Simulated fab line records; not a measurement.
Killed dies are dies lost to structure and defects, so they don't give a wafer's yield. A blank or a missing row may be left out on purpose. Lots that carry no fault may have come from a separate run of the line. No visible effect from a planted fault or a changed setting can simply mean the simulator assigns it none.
Which tool did it? | flow rit cmos | 15 lots, 45 wafers sampled, at 3 steps of a route of 202

WHAT EACH GAUGE READ, for each wafer
RIT_WELLDRIVE_RS_MEAS_01: measures by four-point-probe. Usual: NWELL_RS typically reads 275.3 ohm/sq, with standard deviation 0.69.
lot  | measured    | on            | NWELL_RS (ohm/sq) | flag
L533 | day 2 05:49 | film metro-04 | 275.1 275.3 275.9 |
L534 | day 2 09:27 | film metro-01 | 275.9 275.4 274.8 |
L535 | day 2 16:31 | film metro-02 | 274.8 274.0 274.4 |
L536 | day 2 21:01 | film metro-02 | 273.7 274.4 273.7 |
L537 | day 3 01:41 | film metro-02 | 274.8 274.6 274.7 |
L538 | day 3 06:03 | film metro-02 | 297.3 301.5 299.7 | OFF
L539 | day 3 14:25 | film metro-02 | 292.9 289.1 282.5 | OFF
L540 | day 3 21:28 | film metro-01 | 280.3 289.5 291.6 | OFF
L547 | day 5 09:52 | film metro-02 | 276.1 276.5 275.8 |
L549 | day 5 19:33 | film metro-04 | 274.7 275.4 274.9 |
L550 | day 5 19:32 | film metro-02 | 276.5 276.2 276.2 |
L552 | day 6 08:55 | film metro-02 | 275.7 276.5 276.5 |
L553 | day 6 11:18 | film metro-01 | 275.3 274.8 275.1 |
L554 | day 6 16:20 | film metro-01 | 275.8 275.1 273.9 |
L555 | day 6 22:10 | film metro-02 | 275.6 274.5 274.9 |

RIT_WELLDRIVE_RS_MEAS_02: measures by four-point-probe. Usual: PWELL_RS typically reads 429.1 ohm/sq, with standard deviation 1.2.
lot  | measured     | on            | PWELL_RS (ohm/sq) | flag
L533 | day 2 05:56  | film metro-04 | 432.5 431.2 431.6 |
L534 | day 2 09:34  | film metro-01 | 428.0 428.7 427.0 |
L535 | day 2 16:38  | film metro-02 | 429.5 428.5 430.1 |
L536 | day 2 21:08  | film metro-02 | 429.7 429.6 430.1 |
L537 | day 3 01:48  | film metro-02 | 428.1 429.1 427.5 |
L538 | day 3 06:10  | film metro-02 | 450.1 453.2 452.0 | OFF
L539 | day 3 14:32  | film metro-02 | 446.7 442.5 436.7 | OFF
L540 | day 3 21:35  | film metro-01 | 433.8 444.1 447.2 | OFF
L547 | day 5 09:59  | film metro-02 | 427.5 427.6 427.1 |
L549 | day 5 19:40  | film metro-04 | 429.8 429.3 430.3 |
L550 | day 5 19:39  | film metro-02 | 429.1 428.6 429.1 |
L552 | day 6 09:02  | film metro-02 | 430.0 430.6 428.8 |
L553 | day 6 11:25  | film metro-01 | 429.9 429.7 430.6 |
L554 | day 6 16:28  | film metro-01 | 429.0 429.4 430.5 |
L555 | day 18 09:04 | film metro-02 | 428.1 426.9 427.9 |

EACH LOT AND THE TOOL THAT RAN IT (in order: tool; ch and the chambers of the sampled wafers; start)
lot  | RIT_WELLDRIVE_ANNEAL_00
L533 | furnace-04 ch 0, day 2 00:44
L534 | furnace-03 ch 0, day 2 04:22
L535 | furnace-04 ch 0, day 2 11:25
L536 | furnace-01 ch 0, day 2 15:56
L537 | furnace-03 ch 0, day 2 20:36
L538 | furnace-01 ch 0, day 3 00:58
L539 | furnace-01 ch 0, day 3 09:20
L540 | furnace-01 ch 0, day 3 16:21
L547 | furnace-04 ch 0, day 5 04:46
L549 | furnace-03 ch 0, day 5 14:27
L550 | furnace-03 ch 0, day 5 14:27
L552 | furnace-04 ch 0, day 6 03:50
L553 | furnace-03 ch 0, day 6 06:09
L554 | furnace-03 ch 0, day 6 11:14
L555 | furnace-01 ch 0, day 6 17:03
- RIT_WELLDRIVE_ANNEAL_00: time 14700 s.

AS READ BY THE TOOLS THEMSELVES (means over the sampled wafers that have a number; for cases with no such wafer, the mark the record gives instead)
RIT_WELLDRIVE_ANNEAL_00. Usual: spike tc centre C 1102.7 C, standard deviation 1.1; tube_center_temp_C_max 1102.9, standard deviation 0.5; zone power centre pct 54.9 %, standard deviation 2.5.
lot  | tool       | spike tc centre C (C) | tube_center_temp_C_max | zone power centre pct (%) | flag
L533 | furnace-04 | 1102.6                | 1102.7                 | 58.4                      |
L534 | furnace-03 | 1102.0                | 1103.2                 | 53.9                      |
L535 | furnace-04 | 1101.7                | 1102.7                 | 58.0                      |
L536 | furnace-01 | 1103.7                | 1103.0                 | 52.5                      |
L537 | furnace-03 | 1103.3                | 1104.0                 | 53.6                      |
L538 | furnace-01 | 1068.4                | 1102.8                 | 34.5                      | OFF
L539 | furnace-01 | 1068.6                | 1102.8                 | 34.3                      | OFF
L540 | furnace-01 | 1068.8                | 1102.7                 | 34.4                      | OFF
L547 | furnace-04 | 1102.0                | 1102.8                 | 58.1                      |
L549 | furnace-03 | 1102.2                | 1102.5                 | 53.5                      |
L550 | furnace-03 | 1102.0                | 1102.8                 | 53.6                      |
L552 | furnace-04 | 1101.4                | 1102.6                 | 57.8                      |
L553 | furnace-03 | 1102.4                | 1102.7                 | 53.3                      |
L554 | furnace-03 | 1103.4                | 1102.8                 | 53.3                      |
L555 | furnace-01 | 1103.9                | 1103.3                 | 52.9                      |

THE ANSWER, worked out from the rows above alone
Rule: a lot is off if the mean of its wafers that have a number lies more than 3 standard deviations from the usual mean. A lot without any number at a reading at which 4 lots or more have one is off too. All remaining lots with rows at the step are treated as sound. Order of review: gauges by route order, followed by the tools' own readings, for which a lot's mean as printed above is used. The first step at which some lot is off is used, and at that step the reading that is off furthest; a lot without a number counts as furthest.
Off: L538, L539, L540, seen at RIT_WELLDRIVE_RS_MEAS_01 (NWELL_RS).
If a tool, at a process step before that reading, ran all the lots that are off and no sound lot after the first of them, it fits. Not tried: the gauges at RIT_WELLDRIVE_RS_MEAS_01; whatever is off there is also off at RIT_WELLDRIVE_ANNEAL_00, on other tools, and gauge error can't account for it. Of those tried, none fits.

WHAT THE SIMULATOR HAD PUT IN
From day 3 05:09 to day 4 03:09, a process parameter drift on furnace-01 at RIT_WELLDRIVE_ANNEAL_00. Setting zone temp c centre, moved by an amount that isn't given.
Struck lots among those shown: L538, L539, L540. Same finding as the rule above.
